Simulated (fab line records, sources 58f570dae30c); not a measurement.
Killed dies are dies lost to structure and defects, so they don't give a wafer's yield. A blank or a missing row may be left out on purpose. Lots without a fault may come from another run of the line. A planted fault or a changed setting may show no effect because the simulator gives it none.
Which tool did it? | flow berkeley_cmos170 | 14 lots, 42 wafers sampled, at 5 steps of a route of 331

WHAT THE GAUGES READ, wafer by wafer
UCB170_START_THK_MEAS_03.
lot  | measured    | on            | START_OXIDE_THK (nm)
L534 | day 1 15:01 | film_metro-02 | 20.1 19.7 19.7
L535 | day 1 19:25 | film_metro-02 | 19.6 19.7 19.8
L536 | day 2 01:00 | film_metro-04 | 20.2 20.2 20.4
L537 | day 2 07:30 | film_metro-02 | 19.7 19.7 19.5
L538 | day 2 12:09 | film_metro-02 | 19.7 19.8 19.8
L539 | day 2 17:12 | film_metro-04 | 20.2 20.2 20.3
L540 | day 2 23:22 | film_metro-02 | 20.0 19.7 20.0
L543 | day 3 09:52 | film_metro-02 | 19.5 19.7 19.8
L542 | day 3 09:53 | film_metro-04 | 19.4 19.3 19.7
L544 | day 3 17:22 | film_metro-02 | 20.0 20.3 20.3
L547 | day 4 09:40 | film_metro-04 | 19.7 19.9 19.9
L550 | day 5 00:25 | film_metro-03 | 19.7 19.5 20.0
L551 | day 5 04:53 | film_metro-02 | 18.9 19.1 18.7
L555 | day 6 02:17 | film_metro-04 | 20.1 20.0 19.7

UCB170_SCREENOX_THK_MEAS_02.
lot  | measured     | on            | SCREENOX_OXIDE_THK (nm)
L534 | day 5 15:55  | film_metro-02 | 14.23 14.15 14.41
L535 | day 6 10:04  | film_metro-03 | 14.31 14.06 14.48
L536 | day 6 19:37  | film_metro-03 | 14.14 14.14 14.14
L537 | day 6 19:35  | film_metro-04 | 14.07 14.21 14.17
L538 | day 6 19:35  | film_metro-02 | 14.36 14.53 14.32
L539 | day 6 19:38  | film_metro-04 | 14.11 14.06 13.82
L540 | day 7 18:40  | film_metro-03 | 14.05 14.17 14.24
L543 | day 8 00:28  | film_metro-02 | 14.29 14.59 14.41
L542 | day 8 00:21  | film_metro-02 | 14.28 14.18 14.19
L544 | day 8 00:25  | film_metro-02 | 14.11 14.19 14.36
L547 | day 9 04:47  | film_metro-04 | 14.48 14.46 14.26
L550 | day 9 04:49  | film_metro-02 | 14.53 14.25 14.19
L551 | day 9 20:08  | film_metro-02 | 14.33 14.09 14.33
L555 | day 10 10:43 | film_metro-03 | 14.62 14.68 14.36

UCB170_PLDD_OVL_MEAS_07.
lot  | measured     | on         | PLDD_OVL (nm)
L534 | day 6 17:09  | overlay-01 | -4 3 -6
L535 | day 7 16:38  | overlay-02 | 10 5 2
L536 | day 7 21:44  | overlay-01 | 20 10 9
L537 | day 7 21:55  | overlay-01 | 9 14 7
L538 | day 7 22:10  | overlay-02 | -9 1 -5
L539 | day 7 21:50  | overlay-02 | 1 -3 -1
L540 | day 8 20:23  | overlay-01 | -2 -4 -2
L543 | day 9 04:10  | overlay-02 | 0 -4 2
L542 | day 9 03:26  | overlay-01 | 0 -6 -6
L544 | day 9 03:28  | overlay-02 | -3 1 -2
L547 | day 10 06:57 | overlay-01 | 6 -9 -2
L550 | day 10 05:47 | overlay-02 | -14 -17 -16
L551 | day 10 23:05 | overlay-01 | -3 -6 -11
L555 | day 11 09:53 | overlay-02 | -10 -3 -3

WHICH TOOL RAN EACH LOT (tool, then ch and the chambers of the sampled wafers, then the start)
lot  | UCB170_ACTIVE_COAT_08            | UCB170_ACTIVE_STRIP_16
L534 | litho_track-03 ch 0, day 4 08:55 | plasma_asher-02 ch 0,1, day 4 09:50
L535 | litho_track-01 ch 0, day 5 05:31 | plasma_asher-04 ch 0,1, day 5 06:35
L536 | litho_track-02 ch 0, day 5 09:28 | plasma_asher-02 ch 0,1, day 5 10:51
L537 | litho_track-03 ch 0, day 5 09:28 | plasma_asher-02 ch 0,1, day 5 10:35
L538 | litho_track-03 ch 0, day 5 15:46 | plasma_asher-04 ch 0,1, day 5 16:43
L539 | litho_track-01 ch 0, day 5 15:56 | plasma_asher-04 ch 0,1, day 5 17:01
L540 | litho_track-02 ch 0, day 6 06:59 | plasma_asher-03 ch 0,1, day 6 08:24
L543 | litho_track-01 ch 0, day 6 15:32 | plasma_asher-04 ch 0,1, day 6 16:49
L542 | litho_track-03 ch 0, day 6 15:46 | plasma_asher-02 ch 0,1, day 6 17:07
L544 | litho_track-02 ch 0, day 6 15:43 | plasma_asher-03 ch 0,1, day 6 17:04
L547 | litho_track-03 ch 0, day 7 18:22 | plasma_asher-03 ch 0,1, day 7 19:39
L550 | litho_track-02 ch 0, day 7 22:35 | plasma_asher-02 ch 0,1, day 8 00:45
L551 | litho_track-02 ch 0, day 8 14:25 | plasma_asher-04 ch 0,1, day 8 15:36
L555 | litho_track-03 ch 0, day 9 03:31 | plasma_asher-04 ch 0,1, day 9 05:19
- UCB170_ACTIVE_COAT_08: resist thk 900 nm.
- UCB170_ACTIVE_STRIP_16: strips in O2.

WHAT THE TOOLS THEMSELVES READ (means of the sampled wafers that have a number; where no wafer has one, the mark that the record gives instead)
UCB170_ACTIVE_STRIP_16.
lot  | tool            | drypump_motor_current_A (A) | oes_product_au (a.u.) | strip_time_to_endpoint_s (s)
L534 | plasma_asher-02 | 6.3                         | 0.720                 | 18.17
L535 | plasma_asher-04 | 5.8                         | 0.723                 | 18.21
L536 | plasma_asher-02 | 6.3                         | 0.723                 | 18.16
L537 | plasma_asher-02 | 6.3                         | 0.717                 | 18.05
L538 | plasma_asher-04 | 5.8                         | 0.720                 | 18.06
L539 | plasma_asher-04 | 5.8                         | 0.720                 | 18.02
L540 | plasma_asher-03 | 5.7                         | 0.722                 | 18.20
L543 | plasma_asher-04 | 5.8                         | 0.723                 | 18.09
L542 | plasma_asher-02 | 6.3                         | 0.720                 | 18.13
L544 | plasma_asher-03 | 5.6                         | 0.715                 | 18.10
L547 | plasma_asher-03 | 5.5                         | 0.723                 | 18.19
L550 | plasma_asher-02 | 6.3                         | 0.722                 | 19.48
L551 | plasma_asher-04 | 5.8                         | 0.720                 | 19.22
L555 | plasma_asher-04 | 5.8                         | 0.719                 | 18.16

THE ANSWER, worked out from the rows above alone
Rule: what is usual is taken from the lots themselves. Put in order of their means at a reading, lots are off if they are a third of the lots or fewer, leave a main group of 4 or more, and stand apart from it by a gap of 3 or more times the standard deviation of the main group's means; of several such gaps the widest counts. A main group whose means are all the same, to the digits that the tables above print for the reading, isn't used. A lot without any number at a reading at which 4 lots or more have one is off too. The other lots that the step has rows for count as sound. The gauges are gone through in route order, then the tools' own readings, and for those a lot's mean is taken as printed above. The first step at which some lot is off is used, and at that step the reading that is off furthest; a lot without a number counts as furthest.
Off: L550, L551, at UCB170_ACTIVE_STRIP_16 (strip_time_to_endpoint_s). The main group: mean 18.13 s, standard deviation 0.061.
A tool fits if, at that step or a process step before it, it ran every lot that is off, and no sound lot after the first of them. One fits: litho_track-02 at UCB170_ACTIVE_COAT_08. Its last sound lot is L544 (day 6 15:43), its first lot that is off L550 (day 7 22:35): a fault that began between those two fits.

WHAT THE SIMULATOR HAD PUT IN
Process parameter drift: litho_track-02, from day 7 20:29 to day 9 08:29, at UCB170_ACTIVE_COAT_08. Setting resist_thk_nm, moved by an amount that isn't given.
Lots struck among those shown: L550, L551. The rule above found the same.
